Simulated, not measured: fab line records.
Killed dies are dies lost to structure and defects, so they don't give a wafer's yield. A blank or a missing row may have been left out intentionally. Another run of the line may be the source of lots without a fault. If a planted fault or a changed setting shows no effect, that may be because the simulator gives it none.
Split-lot trial :: flow ritCmos :: route with 202 steps; 5 lots, 19 wafers read

THE SPLIT ITSELF
At RIT_M1_METAL_ETCH_12 (etches Al in Cl2/BCl3, stops on SiO2, time 165 s, target depth 600 nm), the setting timeS was moved away from the recipe's 165 s on 7 of the 19 wafers read, by -10.7% to +12.2%. For the rest of the wafers, this setting stayed at what the recipe calls for.

The reading is taken at the split's own step.

THE READING
NOVOLAK_of_M1_COAT_04.thkNm (the simulator's own value, which no gauge read), in nm, at RIT_M1_METAL_ETCH_12 (etches Al in Cl2/BCl3, stops on SiO2, time 165 s, target depth 600 nm). The file gives no usual value for it. The 12 wafers here that ran the recipe average 805.2 nm, standard deviation 5.5 nm.

wafer: L074.1
tool, chamber at the split: rieMetal-04, 1
timeS as run, s: 165
against the recipe: recipe
NOVOLAK_of_M1_COAT_04.thkNm, nm: 812.4
against lot-mates on the recipe: -

wafer: L074.2
tool, chamber at the split: rieMetal-04, 0
timeS as run, s: 165
against the recipe: recipe
NOVOLAK_of_M1_COAT_04.thkNm, nm: 805.4
against lot-mates on the recipe: -

wafer: L074.3
tool, chamber at the split: rieMetal-04, 0
timeS as run, s: 165
against the recipe: recipe
NOVOLAK_of_M1_COAT_04.thkNm, nm: 809.1
against lot-mates on the recipe: -

wafer: L074.4
tool, chamber at the split: rieMetal-04, 1
timeS as run, s: 147.4
against the recipe: -10.7%
NOVOLAK_of_M1_COAT_04.thkNm, nm: 844.9
against lot-mates on the recipe: +35.9

wafer: L074.6
tool, chamber at the split: rieMetal-04, 0
timeS as run, s: 147.4
against the recipe: -10.7%
NOVOLAK_of_M1_COAT_04.thkNm, nm: 848.6
against lot-mates on the recipe: +39.6

wafer: L075.2
tool, chamber at the split: rieMetal-03, 0
timeS as run, s: 165
against the recipe: recipe
NOVOLAK_of_M1_COAT_04.thkNm, nm: 800
against lot-mates on the recipe: -

wafer: L075.3
tool, chamber at the split: rieMetal-03, 0
timeS as run, s: 165
against the recipe: recipe
NOVOLAK_of_M1_COAT_04.thkNm, nm: 796.1
against lot-mates on the recipe: -

wafer: L075.5
tool, chamber at the split: rieMetal-03, 1
timeS as run, s: 165
against the recipe: recipe
NOVOLAK_of_M1_COAT_04.thkNm, nm: 800.8
against lot-mates on the recipe: -

wafer: L076.4
tool, chamber at the split: rieMetal-02, 0
timeS as run, s: 165
against the recipe: recipe
NOVOLAK_of_M1_COAT_04.thkNm, nm: 807.1
against lot-mates on the recipe: -

wafer: L076.5
tool, chamber at the split: rieMetal-02, 0
timeS as run, s: 165
against the recipe: recipe
NOVOLAK_of_M1_COAT_04.thkNm, nm: 806
against lot-mates on the recipe: -

wafer: L076.6
tool, chamber at the split: rieMetal-02, 1
timeS as run, s: 165
against the recipe: recipe
NOVOLAK_of_M1_COAT_04.thkNm, nm: 814.7
against lot-mates on the recipe: -

wafer: L077.1
tool, chamber at the split: rieMetal-04, 1
timeS as run, s: 175.9
against the recipe: +6.6%
NOVOLAK_of_M1_COAT_04.thkNm, nm: 777.8
against lot-mates on the recipe: -19.8

wafer: L077.2
tool, chamber at the split: rieMetal-04, 0
timeS as run, s: 165
against the recipe: recipe
NOVOLAK_of_M1_COAT_04.thkNm, nm: 797.6
against lot-mates on the recipe: -

wafer: L077.3
tool, chamber at the split: rieMetal-04, 1
timeS as run, s: 175.9
against the recipe: +6.6%
NOVOLAK_of_M1_COAT_04.thkNm, nm: 780.4
against lot-mates on the recipe: -17.2

wafer: L083.1
tool, chamber at the split: rieMetal-04, 0
timeS as run, s: 165
against the recipe: recipe
NOVOLAK_of_M1_COAT_04.thkNm, nm: 804.1
against lot-mates on the recipe: -

wafer: L083.2
tool, chamber at the split: rieMetal-04, 1
timeS as run, s: 185.2
against the recipe: +12.2%
NOVOLAK_of_M1_COAT_04.thkNm, nm: 771.1
against lot-mates on the recipe: -35.4

wafer: L083.4
tool, chamber at the split: rieMetal-04, 0
timeS as run, s: 165
against the recipe: recipe
NOVOLAK_of_M1_COAT_04.thkNm, nm: 808.9
against lot-mates on the recipe: -

wafer: L083.5
tool, chamber at the split: rieMetal-04, 1
timeS as run, s: 185.2
against the recipe: +12.2%
NOVOLAK_of_M1_COAT_04.thkNm, nm: 772.9
against lot-mates on the recipe: -33.6

wafer: L083.6
tool, chamber at the split: rieMetal-04, 0
timeS as run, s: 185.2
against the recipe: +12.2%
NOVOLAK_of_M1_COAT_04.thkNm, nm: 765.7
against lot-mates on the recipe: -40.8

THE FIT
A straight line over all 19 wafers: NOVOLAK_of_M1_COAT_04.thkNm changes by -3.35 nm for each +1% of timeS; r = -0.97; the points scatter about the line by 5.8 nm.
The same after taking each lot's own level away (the mean of its wafers on the recipe; 19 wafers): -3.17 nm for each +1%; r = -0.99; scatter 3.2 nm.
That fit puts the effect of the largest move of timeS on the reading at 39 nm.
Across the lots, their own levels run from 797.60 to 809.27 nm, a range of 2.1 times the standard deviation given above.
Hence the lot-to-lot level has little effect on the slope; both slopes agree.
Check: for one of the wafers moved furthest among these (+12.2%), held out of the fit, the line's prediction against its lot-mates is -38.4 nm. It came out at -35.4 nm against them.

OTHER SPLITS APPLIED TO THESE WAFERS
Before the reading, these wafers also passed through other splits. Each is held against what the fit with the lots' levels taken away leaves over:
other split on the same wafers: RIT_M1_SPUTTER_00 timeS
wafers away from the commonest value: 0
r with NOVOLAK_of_M1_COAT_04.thkNm (lot level and that fit taken away): -

FILE'S OWN FIT
NOVOLAK_of_M1_COAT_04.thkNm changes by -3.19 nm for each +1% of timeS, r = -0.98.
